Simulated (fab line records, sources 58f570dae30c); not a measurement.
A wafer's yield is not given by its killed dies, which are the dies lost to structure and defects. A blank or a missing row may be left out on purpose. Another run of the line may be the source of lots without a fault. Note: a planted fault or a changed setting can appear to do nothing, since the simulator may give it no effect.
Which tool is to blame?	flow berkeleyCmos170	Sampling: 14 lots, 42 wafers, 6 of 331 route steps

== WHAT THE GAUGES SHOWED, per wafer ==
UCB170_SDANNEAL_RS_MEAS_05: measurement is done with a four-point probe. Usual: for NLDD_RS the level is 616.9 ohm/sq and the standard deviation is 1.3.
lot	measured	on	NLDD_RS (ohm/sq)	flag
L391	day 7 21:18	filmMetro-01	615.6 617.1 615.1	
L392	day 7 21:38	filmMetro-02	616.1 618.0 616.6	
L393	day 8 20:18	filmMetro-01	617.7 618.6 617.5	
L395	day 9 00:26	filmMetro-01	615.6 616.8 615.3	
L398	day 9 07:35	filmMetro-01	616.5 614.9 617.2	
L396	day 9 08:05	filmMetro-03	616.6 617.3 617.5	
L399	day 10 17:42	filmMetro-01	615.2 616.1 616.2	
L400	day 10 17:27	filmMetro-03	617.4 617.1 614.2	
L402	day 10 18:24	filmMetro-02	616.8 617.8 615.1	
L404	day 11 05:59	filmMetro-01	617.0 616.9 616.1	
L413	day 13 08:36	filmMetro-03	617.7 619.1 619.9	
L410	day 13 17:43	filmMetro-02	616.5 616.7 618.0	
L412	day 13 11:36	filmMetro-02	606.2 604.9 606.5 605.7 605.0 605.2	OFF
L414	day 13 18:07	filmMetro-01	604.0 603.1 603.6 603.9 603.1 603.3	OFF

UCB170_M1_OVL_MEAS_10. Usual: for M1_OVL the level is 0 nm and the standard deviation is 4.4.
lot	measured	on	M1_OVL (nm)	flag
L391	day 8 06:01	overlay-01	1 1 4	
L392	day 8 05:38	overlay-01	-1 -1 -1	
L393	day 9 04:07	overlay-01	-1 4 2	
L395	day 9 06:40	overlay-02	2 -2 -4	
L398	day 9 13:44	overlay-02	-3 1 -4	
L396	day 9 15:27	overlay-02	-6 -6 -9	
L399	day 11 00:16	overlay-01	-4 -5 -5	
L400	day 11 01:19	overlay-01	2 2 0	
L402	day 11 02:01	overlay-02	7 5 2	
L404	day 11 14:00	overlay-01	5 4 1	
L413	day 13 16:08	overlay-02	-5 -6 1	
L410	day 14 02:08	overlay-02	-6 -1 -5	
L412	day 13 23:50	overlay-02	-7 -9 -7	
L414	day 14 04:31	overlay-02	4 -3 1	

== EACH LOT AND THE TOOL THAT RAN IT (in order: tool; ch and the chambers of the sampled wafers; start) ==
lot	UCB170_PWELL_STRIP_16	UCB170_NLDD_IMPLANT_09	UCB170_SDANNEAL_RTA_00	UCB170_SILICIDE_PRE_CLEAN_00
L391	plasmaAsher-03 ch 0,1, day 3 05:23	implanter-01 ch 0, day 7 06:34	rtpAnneal-02 ch 0, day 7 20:49	pvdSputter-01, day 7 21:25
L392	plasmaAsher-03 ch 0,1, day 3 11:15	implanter-02 ch 0, day 7 06:14	rtpAnneal-01 ch 0, day 7 21:09	pvdSputter-03, day 7 21:46
L393	plasmaAsher-02 ch 0,1, day 4 00:01	implanter-04 ch 0, day 8 07:34	rtpAnneal-01 ch 0, day 8 19:49	pvdSputter-04, day 8 20:25
L395	plasmaAsher-03 ch 0,1, day 4 00:17	implanter-01 ch 0, day 8 07:41	rtpAnneal-02 ch 0, day 8 23:50	pvdSputter-01, day 9 00:34
L398	plasmaAsher-04 ch 0,1, day 4 09:36	implanter-01 ch 0, day 8 17:50	rtpAnneal-01 ch 0, day 9 07:05	pvdSputter-01, day 9 07:40
L396	plasmaAsher-04 ch 0,1, day 4 09:55	implanter-04 ch 0, day 8 18:17	rtpAnneal-01 ch 0, day 9 07:35	pvdSputter-04, day 9 08:12
L399	plasmaAsher-04 ch 0,1, day 5 01:34	implanter-04 ch 0, day 10 00:28	rtpAnneal-01 ch 0, day 10 17:13	pvdSputter-04, day 10 17:49
L400	plasmaAsher-04 ch 0,1, day 5 09:32	implanter-02 ch 0, day 10 00:27	rtpAnneal-02 ch 0, day 10 16:58	pvdSputter-03, day 10 17:33
L402	plasmaAsher-02 ch 0,1, day 5 09:49	implanter-04 ch 0, day 10 01:17	rtpAnneal-02 ch 0, day 10 17:55	pvdSputter-04, day 10 18:31
L404	plasmaAsher-03 ch 0,1, day 6 07:20	implanter-01 ch 0, day 10 15:59	rtpAnneal-01 ch 0, day 11 05:29	pvdSputter-04, day 11 06:06
L413	plasmaAsher-04 ch 0,1, day 8 01:11	implanter-02 ch 0, day 12 21:23	rtpAnneal-02 ch 0, day 13 08:06	pvdSputter-04, day 13 08:42
L410	plasmaAsher-04 ch 0,1, day 8 01:41	implanter-04 ch 0, day 13 06:08	rtpAnneal-01 ch 0, day 13 17:13	pvdSputter-01, day 13 17:49
L412	plasmaAsher-03 ch 0,1, day 8 01:46	implanter-01 ch 0, day 12 19:16	rtpAnneal-02 ch 0, day 13 11:06	pvdSputter-01, day 13 13:27
L414	plasmaAsher-03 ch 0,1, day 8 12:27	implanter-01 ch 0, day 13 06:22	rtpAnneal-01 ch 0, day 13 17:34	pvdSputter-03, day 13 19:41
- UCB170_PWELL_STRIP_16: strips in O2.
- UCB170_NLDD_IMPLANT_09
- UCB170_SDANNEAL_RTA_00: time 10 s.
- UCB170_SILICIDE_PRE_CLEAN_00: preclean etch time 60 s.

== WHAT THE TOOLS THEMSELVES READ (means of the sampled wafers that have a number; where no wafer has one, the mark that the record gives instead) ==
UCB170_PWELL_STRIP_16. Usual: drypumpMotorCurrentA 5.6 A, standard deviation 0.35; oesProductAu 0.721 a.u., standard deviation 0.0044; stripTimeToEndpointS 18.14 s, standard deviation 0.065.
lot	tool	drypumpMotorCurrentA (A)	oesProductAu (a.u.)	stripTimeToEndpointS (s)	flag
L391	plasmaAsher-03	5.9	0.722	18.13	
L392	plasmaAsher-03	5.8	0.726	18.19	
L393	plasmaAsher-02	5.8	0.719	18.14	
L395	plasmaAsher-03	5.7	0.715	18.15	
L398	plasmaAsher-04	5.5	0.718	18.26	
L396	plasmaAsher-04	5.4	0.720	18.15	
L399	plasmaAsher-04	5.3	0.718	18.14	
L400	plasmaAsher-04	5.3	0.723	18.10	
L402	plasmaAsher-02	5.5	0.718	18.14	
L404	plasmaAsher-03	5.9	0.724	18.12	
L413	plasmaAsher-04	5.3	0.722	18.14	
L410	plasmaAsher-04	5.5	0.720	18.13	
L412	plasmaAsher-03	5.9	0.723	18.04	
L414	plasmaAsher-03	5.7	0.718	18.14	

UCB170_NLDD_IMPLANT_09. Usual: faradayCurrentUA 158, standard deviation 3.2; tiltDeg 6.996 degrees, standard deviation 0.021.
lot	tool	faradayCurrentUA	tiltDeg (degrees)	flag
L391	implanter-01	157	6.997	
L392	implanter-02	160	6.994	
L393	implanter-04	158	7.000	
L395	implanter-01	161	6.983	
L398	implanter-01	157	6.999	
L396	implanter-04	157	7.037	
L399	implanter-04	159	6.970	
L400	implanter-02	157	6.989	
L402	implanter-04	161	6.985	
L404	implanter-01	157	7.015	
L413	implanter-02	159	7.003	
L410	implanter-04	163	7.004	
L412	implanter-01	159	9.885	OFF
L414	implanter-01	157	9.892	OFF

UCB170_SDANNEAL_RTA_00. Usual: lampPowerPct 24.50 %, standard deviation 0.11; wafer_temp_C_max 905.6, standard deviation 2.9.
lot	tool	lampPowerPct (%)	wafer_temp_C_max	flag
L391	rtpAnneal-02	24.36	902.7	
L392	rtpAnneal-01	24.61	907.7	
L393	rtpAnneal-01	24.60	907.6	
L395	rtpAnneal-02	24.40	903.1	
L398	rtpAnneal-01	24.61	908.4	
L396	rtpAnneal-01	24.59	908.4	
L399	rtpAnneal-01	24.61	906.6	
L400	rtpAnneal-02	24.40	903.3	
L402	rtpAnneal-02	24.38	902.3	
L404	rtpAnneal-01	24.60	910.3	
L413	rtpAnneal-02	24.38	902.7	
L410	rtpAnneal-01	24.61	908.4	
L412	rtpAnneal-02	24.41	902.4	
L414	rtpAnneal-01	24.60	907.4	

== THE ANSWER, worked out from the rows above alone ==
Rule: a lot counts as off when the mean over its wafers that have a number is more than 3 standard deviations away from the usual mean. Also off: a lot with no number at a reading for which 4 or more lots have one. All remaining lots with rows at the step are treated as sound. The gauges are gone through in route order, then the tools' own readings, and for those a lot's mean is taken as printed above. At the first step where some lot is off, the reading lying furthest off is the one used; lots without a number count as furthest.
Off: L412, L414, seen at UCB170_SDANNEAL_RS_MEAS_05 (NLDD_RS).
A tool fits if, at a process step before that reading, it ran every lot that is off, and no sound lot after the first of them. The gauges at UCB170_SDANNEAL_RS_MEAS_05 aren't tried: what is off there is off at UCB170_NLDD_IMPLANT_09 too, on other tools, and a gauge's error can't cause that. Undecided on this evidence; 2 tools fit (plasmaAsher-03 at UCB170_PWELL_STRIP_16, implanter-01 at UCB170_NLDD_IMPLANT_09).

== WHAT THE SIMULATOR HAD INSERTED ==
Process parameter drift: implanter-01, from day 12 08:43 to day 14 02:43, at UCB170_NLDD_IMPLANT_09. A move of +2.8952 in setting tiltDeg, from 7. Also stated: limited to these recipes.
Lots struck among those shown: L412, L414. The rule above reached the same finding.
